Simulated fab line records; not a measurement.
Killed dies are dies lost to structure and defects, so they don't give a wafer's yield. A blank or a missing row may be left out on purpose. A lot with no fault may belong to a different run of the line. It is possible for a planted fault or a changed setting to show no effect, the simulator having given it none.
2 desks looking at one fault | flow berkeley-cmos170 | what lay behind the numbers comes last; until then each desk has only its own

== FROM THE METROLOGY DESK ==
What the gauges read for every lot (on any tool): the sampled wafers with a number, averaged. If a lot's mean is further than 4 standard deviations from the usual mean, the lot is out of limits and carries the mark OUT (the distance appears in the brackets).
Columns: A = cd-nm at UCB170_V2_CD_MEAS_90, usual 700.0 nm
lot  | first seen here | A
L949 | day 8 18:12     | 697.8
L957 | day 11 09:37    | 698.6
L964 | day 12 16:38    | 701.3
L965 | day 12 17:36    | 700.3
L963 | day 12 19:07    | 701.2
L971 | day 14 01:53    | 699.1
L972 | day 14 13:46    | 699.8
L968 | day 14 14:24    | 699.4
L967 | day 14 15:04    | 698.8
L969 | day 14 15:51    | 701.2
Finding of this desk: none of the 10 lots has anything out of limits.

== DESK OF THE TOOL OWNER: rie-diel-01 ==
The tool's own readings at UCB170_V2_ETCH_14 (etches SiO2 in CHF3/CF4/Ar, stops on Al, target depth 1250 nm, time 291 s): means of the sampled wafers that have a number, for each lot that ran on this tool. If a lot's mean is further than 4 standard deviations from the usual mean, the lot is out of limits and carries the mark OUT (the distance appears in the brackets).
Columns: A = drypump-motor-current-A at UCB170_V2_ETCH_14, usual 5.6 A; B = oes-product-au at UCB170_V2_ETCH_14, usual 0.869 a.u.; C = run-length-s at UCB170_V2_ETCH_14, usual 319.4 s; D = throttle-valve-pct at UCB170_V2_ETCH_14, usual 6.98 %
lot  | first seen here | A   | B     | C                       | D
L957 | day 11 09:20    | 5.8 | 0.899 | 263.0 (-99 or more) OUT | 7.07
L967 | day 14 14:46    | 5.3 | 0.861 | 319.2                   | 6.97
Finding of this desk: L957 out of limits; the first was L957 at day 11 09:20, on run-length-s at UCB170_V2_ETCH_14. Within limits: L967.

== TAKEN TOGETHER ==
An alarm could have come from the tool owner's desk at day 11 09:20, on L957.
From the metrology desk's view, nothing was out of limits.
The metrology desk holds a record of L957, inside its limits.
Every lot named ran UCB170_V2_ETCH_14 on rie-diel-01.

== WHAT HAD BEEN PUT IN BY THE SIMULATOR ==
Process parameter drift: rie-diel-01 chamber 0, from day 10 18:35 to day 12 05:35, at UCB170_V2_ETCH_14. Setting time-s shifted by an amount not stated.
Struck lots among those shown: L957.
Delay in hours, fault start to first out-of-limits reading, by desk: the tool owner's desk at 15.
